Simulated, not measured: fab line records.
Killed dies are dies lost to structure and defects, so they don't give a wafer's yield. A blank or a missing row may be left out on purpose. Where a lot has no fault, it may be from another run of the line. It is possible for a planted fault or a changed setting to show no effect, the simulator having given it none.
fab line records || flow berkeleyCmos170
record {"lots": 5, "wafers": 23}
route steps=331 shown V2@302
startH: hours from the record's first day to the start of the lot's first wafer shown || waitH: how many hours have passed since the lot's step before this one || " the same as in the row above || L1.1+2: several wafers, shown together as one row || - either no value or no given start || * or withheld: withheld || < > ~ a bound
route shown NAME@n: a module of which the file shows steps, and the number in the route of the first || usual: the fault-free wafers' mean and standard deviation || same: alike in all rows || chamber/n: place in a boat || sites: the reading at each site || _std_site: the values' standard deviation || _edge_site: inner sites' mean taken away from outer sites' mean || radiusMm: for every site, how far away it sits from the centre of the wafer || mask NAME#n: copy n || behind: the last tool/chamber to shape the wafer || hold: reason for holding the lot/hours on hold/outcome of the hold || device: the transistor (n, p or np) that didn't switch || end of line: the route-end tests of the same wafers || a step with no rows: only its recipe || killed: dies that structure and defects cost at the first sort, which is not the same as the wafer's yield || map: per-die view of a wafer (x killed, . not killed, _ where there is no die)
set.NAME: setting as actually run; set.NAME@STEP: the setting as run at that earlier step || model.NAME: the simulator's own value behind a step, which no gauge read
lots where settings were altered on purpose, with a table for each step and a row for each wafer
## steps
# step UCB170_V2_PEB_10
# recipe {"pebTempC": 130, "pebTimeS": "withheld", "resist": "KrF"}
{"lot.wafer": "L074.1+2+6", "tool": "lithoTrack-02", "chamber": 0, "startH": 192.43, "waitH": 0.3, "set.pebTempC": 130}
{"lot.wafer": "L074.4+5", "tool": "lithoTrack-02", "chamber": 0, "startH": 192.43, "waitH": 0.3, "set.pebTempC": 131.5}
{"lot.wafer": "L076.1+3+4", "tool": "lithoTrack-04", "chamber": 0, "startH": 218.12, "waitH": 0.1, "set.pebTempC": 127.5}
{"lot.wafer": "L076.5+6", "tool": "lithoTrack-04", "chamber": 0, "startH": 218.12, "waitH": 0.1, "set.pebTempC": 130}
{"lot.wafer": "L080.1+6", "tool": "lithoTrack-02", "chamber": 0, "startH": "-", "waitH": "-", "set.pebTempC": 130}
{"lot.wafer": "L080.2+3+5", "tool": "lithoTrack-02", "chamber": 0, "startH": "-", "waitH": "-", "set.pebTempC": 127.4}
{"lot.wafer": "L081.1+2+3+4+5", "tool": "lithoTrack-02", "chamber": 0, "startH": 235.17, "waitH": 0.5, "set.pebTempC": 130}
{"lot.wafer": "L084.3+5+6", "tool": "lithoTrack-02", "chamber": 0, "startH": 235.49, "waitH": 0.3, "set.pebTempC": 130}
# step UCB170_V2_DEVELOP_11
# recipe {"developer": "TMAH", "developTimeS": 45, "resist": "KrF", "devTempC": 21}
# step UCB170_V2_CD_MEAS_12
# recipe {"targetCdNm": 700}
# usual {"cdNm": "699.4/1.6"}
{"lot.wafer": "L074.1", "tool": "cdSem-02", "chamber": "-", "startH": 192.70, "waitH": "-", "set.pebTempC@V2_PEB_10": 130, "cdNm": 700.4}
{"lot.wafer": "L074.2", "tool": "cdSem-02", "chamber": "-", "startH": 192.70, "waitH": "-", "set.pebTempC@V2_PEB_10": 130, "cdNm": 700.2}
{"lot.wafer": "L074.4", "tool": "cdSem-02", "chamber": "-", "startH": 192.70, "waitH": "-", "set.pebTempC@V2_PEB_10": 131.5, "cdNm": 708.5}
{"lot.wafer": "L074.5", "tool": "cdSem-02", "chamber": "-", "startH": 192.70, "waitH": "-", "set.pebTempC@V2_PEB_10": 131.5, "cdNm": 709.0}
{"lot.wafer": "L074.6", "tool": "cdSem-02", "chamber": "-", "startH": 192.70, "waitH": "-", "set.pebTempC@V2_PEB_10": 130, "cdNm": 700.0}
{"lot.wafer": "L076.1", "tool": "cdSem-01", "chamber": "-", "startH": 218.39, "waitH": "-", "set.pebTempC@V2_PEB_10": 127.5, "cdNm": 680.0}
{"lot.wafer": "L076.3", "tool": "cdSem-01", "chamber": "-", "startH": 218.39, "waitH": "-", "set.pebTempC@V2_PEB_10": 127.5, "cdNm": 681.7}
{"lot.wafer": "L076.4", "tool": "cdSem-01", "chamber": "-", "startH": 218.39, "waitH": "-", "set.pebTempC@V2_PEB_10": 127.5, "cdNm": 680.9}
{"lot.wafer": "L076.5", "tool": "cdSem-01", "chamber": "-", "startH": 218.39, "waitH": "-", "set.pebTempC@V2_PEB_10": 130, "cdNm": 699.4}
{"lot.wafer": "L076.6", "tool": "cdSem-01", "chamber": "-", "startH": 218.39, "waitH": "-", "set.pebTempC@V2_PEB_10": 130, "cdNm": 698.9}
{"lot.wafer": "L080.1", "tool": "cdSem-02", "chamber": "-", "startH": 233.09, "waitH": "-", "set.pebTempC@V2_PEB_10": 130, "cdNm": 702.7}
{"lot.wafer": "L080.2", "tool": "cdSem-02", "chamber": "-", "startH": 233.09, "waitH": "-", "set.pebTempC@V2_PEB_10": 127.4, "cdNm": 684.0}
{"lot.wafer": "L080.3", "tool": "cdSem-02", "chamber": "-", "startH": 233.09, "waitH": "-", "set.pebTempC@V2_PEB_10": 127.4, "cdNm": 682.7}
{"lot.wafer": "L080.5", "tool": "cdSem-02", "chamber": "-", "startH": 233.09, "waitH": "-", "set.pebTempC@V2_PEB_10": 127.4, "cdNm": 684.4}
{"lot.wafer": "L080.6", "tool": "cdSem-02", "chamber": "-", "startH": 233.09, "waitH": "-", "set.pebTempC@V2_PEB_10": 130, "cdNm": 701.7}
{"lot.wafer": "L081.1", "tool": "cdSem-01", "chamber": "-", "startH": 235.44, "waitH": "-", "set.pebTempC@V2_PEB_10": 130, "cdNm": 699.4}
{"lot.wafer": "L081.2", "tool": "cdSem-01", "chamber": "-", "startH": 235.44, "waitH": "-", "set.pebTempC@V2_PEB_10": 130, "cdNm": 699.8}
{"lot.wafer": "L081.3", "tool": "cdSem-01", "chamber": "-", "startH": 235.44, "waitH": "-", "set.pebTempC@V2_PEB_10": 130, "cdNm": 700.0}
{"lot.wafer": "L081.4", "tool": "cdSem-01", "chamber": "-", "startH": 235.44, "waitH": "-", "set.pebTempC@V2_PEB_10": 130, "cdNm": 698.9}
{"lot.wafer": "L081.5", "tool": "cdSem-01", "chamber": "-", "startH": 235.44, "waitH": "-", "set.pebTempC@V2_PEB_10": 130, "cdNm": 698.7}
{"lot.wafer": "L084.3", "tool": "cdSem-02", "chamber": "-", "startH": 235.76, "waitH": "-", "set.pebTempC@V2_PEB_10": 130, "cdNm": 701.1}
{"lot.wafer": "L084.5", "tool": "cdSem-02", "chamber": "-", "startH": 235.76, "waitH": "-", "set.pebTempC@V2_PEB_10": 130, "cdNm": 698.4}
{"lot.wafer": "L084.6", "tool": "cdSem-02", "chamber": "-", "startH": 235.76, "waitH": "-", "set.pebTempC@V2_PEB_10": 130, "cdNm": 700.8}
# step UCB170_V2_ETCH_14
# recipe {"chemistry": "CHF3/CF4/Ar", "target": "SiO2", "stopOn": "Al", "CHF3_flow_sccm": 45, "cf4FlowSccm": 15, "Ar_flow_sccm": 150, "pressureMtorr": 200, "rfW": 700, "targetDepthA": 12500, "overEtchFrac": 0.25, "timeS": 291}
{"lot.wafer": "L074.1", "tool": "rieDiel-01", "chamber": 2, "startH": 192.86, "waitH": 0.0, "set.rfW": 700, "set.pebTempC@V2_PEB_10": 130, "model.V2.cdNm": 700.7}
{"lot.wafer": "L074.2", "tool": "rieDiel-01", "chamber": 3, "startH": 192.86, "waitH": 0.0, "set.rfW": 700, "set.pebTempC@V2_PEB_10": 130, "model.V2.cdNm": 700.9}
{"lot.wafer": "L074.4", "tool": "rieDiel-01", "chamber": 0, "startH": 192.86, "waitH": 0.0, "set.rfW": 700, "set.pebTempC@V2_PEB_10": 131.5, "model.V2.cdNm": 709.3}
{"lot.wafer": "L074.5", "tool": "rieDiel-01", "chamber": 2, "startH": 192.86, "waitH": 0.0, "set.rfW": 700, "set.pebTempC@V2_PEB_10": 131.5, "model.V2.cdNm": 708.8}
{"lot.wafer": "L074.6", "tool": "rieDiel-01", "chamber": 3, "startH": 192.86, "waitH": 0.0, "set.rfW": 700, "set.pebTempC@V2_PEB_10": 130, "model.V2.cdNm": 699.8}
{"lot.wafer": "L076.1", "tool": "rieDiel-01", "chamber": 1, "startH": 218.55, "waitH": 0.0, "set.rfW": 700, "set.pebTempC@V2_PEB_10": 127.5, "model.V2.cdNm": 679.4}
{"lot.wafer": "L076.3", "tool": "rieDiel-01", "chamber": 2, "startH": 218.55, "waitH": 0.0, "set.rfW": 700, "set.pebTempC@V2_PEB_10": 127.5, "model.V2.cdNm": 681.4}
{"lot.wafer": "L076.4", "tool": "rieDiel-01", "chamber": 3, "startH": 218.55, "waitH": 0.0, "set.rfW": 700, "set.pebTempC@V2_PEB_10": 127.5, "model.V2.cdNm": 679.5}
{"lot.wafer": "L076.5", "tool": "rieDiel-01", "chamber": 3, "startH": 218.55, "waitH": 0.0, "set.rfW": 700, "set.pebTempC@V2_PEB_10": 130, "model.V2.cdNm": 697.8}
{"lot.wafer": "L076.6", "tool": "rieDiel-01", "chamber": 2, "startH": 218.55, "waitH": 0.0, "set.rfW": 700, "set.pebTempC@V2_PEB_10": 130, "model.V2.cdNm": 698.7}
{"lot.wafer": "L080.1", "tool": "rieDiel-01", "chamber": 2, "startH": 233.25, "waitH": 0.0, "set.rfW": 700, "set.pebTempC@V2_PEB_10": 130, "model.V2.cdNm": 703.2}
{"lot.wafer": "L080.2", "tool": "rieDiel-01", "chamber": 0, "startH": 233.25, "waitH": 0.0, "set.rfW": 658.3, "set.pebTempC@V2_PEB_10": 127.4, "model.V2.cdNm": 682.9}
{"lot.wafer": "L080.3", "tool": "rieDiel-01", "chamber": 1, "startH": 233.25, "waitH": 0.0, "set.rfW": 700, "set.pebTempC@V2_PEB_10": 127.4, "model.V2.cdNm": 682}
{"lot.wafer": "L080.5", "tool": "rieDiel-01", "chamber": 3, "startH": 233.25, "waitH": 0.0, "set.rfW": 700, "set.pebTempC@V2_PEB_10": 127.4, "model.V2.cdNm": 683.6}
{"lot.wafer": "L080.6", "tool": "rieDiel-01", "chamber": 0, "startH": 233.25, "waitH": 0.0, "set.rfW": 658.3, "set.pebTempC@V2_PEB_10": 130, "model.V2.cdNm": 701}
{"lot.wafer": "L081.1", "tool": "rieDiel-04", "chamber": 2, "startH": 235.60, "waitH": 0.0, "set.rfW": 733, "set.pebTempC@V2_PEB_10": 130, "model.V2.cdNm": 700.4}
{"lot.wafer": "L081.2", "tool": "rieDiel-04", "chamber": 0, "startH": 235.60, "waitH": 0.0, "set.rfW": 700, "set.pebTempC@V2_PEB_10": 130, "model.V2.cdNm": 699.8}
{"lot.wafer": "L081.3", "tool": "rieDiel-04", "chamber": 3, "startH": 235.60, "waitH": 0.0, "set.rfW": 700, "set.pebTempC@V2_PEB_10": 130, "model.V2.cdNm": 699}
{"lot.wafer": "L081.4", "tool": "rieDiel-04", "chamber": 1, "startH": 235.60, "waitH": 0.0, "set.rfW": 700, "set.pebTempC@V2_PEB_10": 130, "model.V2.cdNm": 698.7}
{"lot.wafer": "L081.5", "tool": "rieDiel-04", "chamber": 2, "startH": 235.60, "waitH": 0.0, "set.rfW": 733, "set.pebTempC@V2_PEB_10": 130, "model.V2.cdNm": 699.5}
{"lot.wafer": "L084.3", "tool": "rieDiel-01", "chamber": 0, "startH": 235.88, "waitH": 0.0, "set.rfW": 700, "set.pebTempC@V2_PEB_10": 130, "model.V2.cdNm": 701.6}
{"lot.wafer": "L084.5", "tool": "rieDiel-01", "chamber": 1, "startH": 235.88, "waitH": 0.0, "set.rfW": 700, "set.pebTempC@V2_PEB_10": 130, "model.V2.cdNm": 697.8}
{"lot.wafer": "L084.6", "tool": "rieDiel-01", "chamber": 0, "startH": 235.88, "waitH": 0.0, "set.rfW": 700, "set.pebTempC@V2_PEB_10": 130, "model.V2.cdNm": 701.1}
# step UCB170_V2_STRIP_15
# recipe {"chemistry": "O2", "powerW": 400, "pressureMtorr": 3500, "platenTempC": "withheld", "o2FlowSccm": 400, "overashFraction": 0.5}
# step UCB170_V2_CD_MEAS_90
# recipe {"targetCdNm": 700}
# usual {"cdNm": "699.3/1.7"}
{"lot.wafer": "L074.1", "tool": "cdSem-01", "chamber": "-", "startH": 193.13, "waitH": 0.1, "set.pebTempC@V2_PEB_10": 130, "cdNm": 700.8}
{"lot.wafer": "L074.2", "tool": "cdSem-01", "chamber": "-", "startH": 193.13, "waitH": 0.1, "set.pebTempC@V2_PEB_10": 130, "cdNm": 700.6}
{"lot.wafer": "L074.4", "tool": "cdSem-01", "chamber": "-", "startH": 193.13, "waitH": 0.1, "set.pebTempC@V2_PEB_10": 131.5, "cdNm": 709.3}
{"lot.wafer": "L074.5", "tool": "cdSem-01", "chamber": "-", "startH": 193.13, "waitH": 0.1, "set.pebTempC@V2_PEB_10": 131.5, "cdNm": 708.6}
{"lot.wafer": "L074.6", "tool": "cdSem-01", "chamber": "-", "startH": 193.13, "waitH": 0.1, "set.pebTempC@V2_PEB_10": 130, "cdNm": 699.9}
{"lot.wafer": "L076.1", "tool": "cdSem-02", "chamber": "-", "startH": 218.83, "waitH": 0.1, "set.pebTempC@V2_PEB_10": 127.5, "cdNm": 679.3}
{"lot.wafer": "L076.3", "tool": "cdSem-02", "chamber": "-", "startH": 218.83, "waitH": 0.1, "set.pebTempC@V2_PEB_10": 127.5, "cdNm": 681.1}
{"lot.wafer": "L076.4", "tool": "cdSem-02", "chamber": "-", "startH": 218.83, "waitH": 0.1, "set.pebTempC@V2_PEB_10": 127.5, "cdNm": 679.6}
{"lot.wafer": "L076.5", "tool": "cdSem-02", "chamber": "-", "startH": 218.83, "waitH": 0.1, "set.pebTempC@V2_PEB_10": 130, "cdNm": 698.1}
{"lot.wafer": "L076.6", "tool": "cdSem-02", "chamber": "-", "startH": 218.83, "waitH": 0.1, "set.pebTempC@V2_PEB_10": 130, "cdNm": 698.9}
{"lot.wafer": "L080.1", "tool": "cdSem-01", "chamber": "-", "startH": 233.53, "waitH": 0.1, "set.pebTempC@V2_PEB_10": 130, "cdNm": 703.1}
{"lot.wafer": "L080.2", "tool": "cdSem-01", "chamber": "-", "startH": 233.53, "waitH": 0.1, "set.pebTempC@V2_PEB_10": 127.4, "cdNm": 682.8}
{"lot.wafer": "L080.3", "tool": "cdSem-01", "chamber": "-", "startH": 233.53, "waitH": 0.1, "set.pebTempC@V2_PEB_10": 127.4, "cdNm": 681.6}
{"lot.wafer": "L080.5", "tool": "cdSem-01", "chamber": "-", "startH": 233.53, "waitH": 0.1, "set.pebTempC@V2_PEB_10": 127.4, "cdNm": 683.9}
{"lot.wafer": "L080.6", "tool": "cdSem-01", "chamber": "-", "startH": 233.53, "waitH": 0.1, "set.pebTempC@V2_PEB_10": 130, "cdNm": 700.9}
{"lot.wafer": "L081.1", "tool": "cdSem-02", "chamber": "-", "startH": 235.88, "waitH": 0.1, "set.pebTempC@V2_PEB_10": 130, "cdNm": 700.6}
{"lot.wafer": "L081.2", "tool": "cdSem-02", "chamber": "-", "startH": 235.88, "waitH": 0.1, "set.pebTempC@V2_PEB_10": 130, "cdNm": 700.0}
{"lot.wafer": "L081.3", "tool": "cdSem-02", "chamber": "-", "startH": 235.88, "waitH": 0.1, "set.pebTempC@V2_PEB_10": 130, "cdNm": 698.8}
{"lot.wafer": "L081.4", "tool": "cdSem-02", "chamber": "-", "startH": 235.88, "waitH": 0.1, "set.pebTempC@V2_PEB_10": 130, "cdNm": 698.6}
{"lot.wafer": "L081.5", "tool": "cdSem-02", "chamber": "-", "startH": 235.88, "waitH": 0.1, "set.pebTempC@V2_PEB_10": 130, "cdNm": 699.6}
{"lot.wafer": "L084.3", "tool": "cdSem-01", "chamber": "-", "startH": 236.20, "waitH": 0.1, "set.pebTempC@V2_PEB_10": 130, "cdNm": 701.6}
{"lot.wafer": "L084.5", "tool": "cdSem-01", "chamber": "-", "startH": 236.20, "waitH": 0.1, "set.pebTempC@V2_PEB_10": 130, "cdNm": 698.1}
{"lot.wafer": "L084.6", "tool": "cdSem-01", "chamber": "-", "startH": 236.20, "waitH": 0.1, "set.pebTempC@V2_PEB_10": 130, "cdNm": 701.2}
## key
split {"step": "UCB170_V2_PEB_10", "setting": "pebTempC", "stated": 130, "by": "wafer"}
response {"step": "UCB170_V2_CD_MEAS_12", "reading": "cdNm", "change": "+9.07", "per": "1%", "r": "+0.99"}
response {"step": "UCB170_V2_ETCH_14", "reading": "model.V2.cdNm", "change": "+9.21", "per": "1%", "r": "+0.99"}
response {"step": "UCB170_V2_CD_MEAS_90", "reading": "cdNm", "change": "+9.29", "per": "1%", "r": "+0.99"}
split {"step": "UCB170_V2_ETCH_14", "setting": "rfW", "stated": 700, "by": "wafer"}
response none clear
